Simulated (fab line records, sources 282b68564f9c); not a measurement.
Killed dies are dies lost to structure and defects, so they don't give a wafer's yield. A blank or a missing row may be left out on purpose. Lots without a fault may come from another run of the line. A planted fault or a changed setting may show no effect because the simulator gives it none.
fab line records | flow rit_cmos
record lots=14 wafers=42 last_day=7
route steps=202 shown SDANNEAL@153
lots that met no fault: from a run of the same line without faults
start_h: hours from the record's first day to the start of the lot's first wafer shown | wait_h: hours since the lot's step before | " the same as in the row above | L1.1+2: a row that stands for several wafers | - no value, or no start given | * or withheld: withheld | < > ~ a bound
route shown NAME@n: a module of which the file shows steps, and the number in the route of the first | usual: mean/standard deviation of fault-free wafers | same: alike in all rows | chamber/n: place in a boat | sites: the reading at each site | _std_site: their standard deviation | _edge_site: outer sites' mean less inner sites' | radius_mm: how far each site lies from the wafer's centre | mask NAME#n: copy n | behind: the tool/chamber that last shaped the wafer | hold: why the lot was held/for how many hours/how that ended | device: the transistor (n, p or np) that didn't switch | end of line: the same wafers' tests at the end of the route | a step without rows: its recipe alone | killed: dies lost to structure and defects at the first sort, not the wafer's yield | map: a wafer's dies, x killed, . not, _ none there
set.NAME: the setting as run; set.NAME@STEP: as run at that earlier step | model.NAME: the simulator's own value behind a step, which no gauge read
steps of the route over a sample of lots; a table a step, a row a wafer
## steps
# step RIT_SDANNEAL_CLEAN_00
# recipe chemistry=SC1 mix=3:3:50 time_s=600 temp_c=75
# usual run_length_s=628/3.6
# columns lot.wafer tool chamber start_h wait_h run_length_s
L189.1 wet_bench-04 2 49.04 0.1 625
L189.2 " 2 " " 625
L189.5 " 2 " " 625
L191.1 wet_bench-02 3 58.76 0.1 627
L191.3 " 3 " " 627
L191.5 " 3 " " 627
L192.1 wet_bench-04 2 64.57 0.1 626
L192.5 " 2 " " 626
L192.6 " 2 " " 626
L193.1 wet_bench-01 0 68.58 0.1 626
L193.3 " 0 " " 626
L193.4 " 0 " " 626
L194.2 wet_bench-01 2 73.72 0.0 626
L194.3 " 2 " " 626
L194.4 " 2 " " 626
L196.1 wet_bench-04 0 83.71 0.1 632
L196.2 " 0 " " 632
L196.3 " 0 " " 632
L198.3 wet_bench-01 1 93.62 0.0 631
L198.4 " 1 " " 631
L198.5 " 1 " " 631
L199.1 wet_bench-02 0 98.70 0.1 633
L199.4 " 0 " " 633
L199.5 " 0 " " 633
L200.2 wet_bench-02 3 103.38 0.0 634
L200.3 " 3 " " 634
L200.4 " 3 " " 634
L202.4 wet_bench-02 1 113.64 0.0 540
L202.5 " 1 " " 540
L202.6 " 1 " " 540
L203.1 wet_bench-02 3 119.37 0.1 541
L203.2 " 3 " " 541
L203.3 " 3 " " 541
L209.1 wet_bench-01 3 149.43 0.1 626
L209.4 " 3 " " 626
L209.5 " 3 " " 626
L210.1 wet_bench-04 0 154.35 0.1 624
L210.3 " 0 " " 624
L210.6 " 0 " " 624
L212.2 wet_bench-04 1 165.26 0.0 633
L212.4 " 1 " " 633
L212.6 " 1 " " 633
## key
first_sign step=RIT_SDANNEAL_CLEAN_00 reading=run_length_s direction=down sigmas=24 usual=* struck=*
effect none on later readings
met_at RIT_SDANNEAL_CLEAN_00
struck_lots L202,L203
tester_left_out L202,L203
onset_between 103.38 113.64
fault kind=process_parameter_drift tool=wet_bench-02 chamber=- onset_h=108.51 steps=RIT_SDANNEAL_CLEAN_00 channel=time_s offset=* shape=step end_h=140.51 acts_in=* stated=*
# tester_left_out: of these lots the tester's yield and bins aren't shown, on N5 and GAA mostly nor the transistor test; their killed dies are dies lost to structure and defects alone, not to doping, threshold or leakage, so they don't give the yield
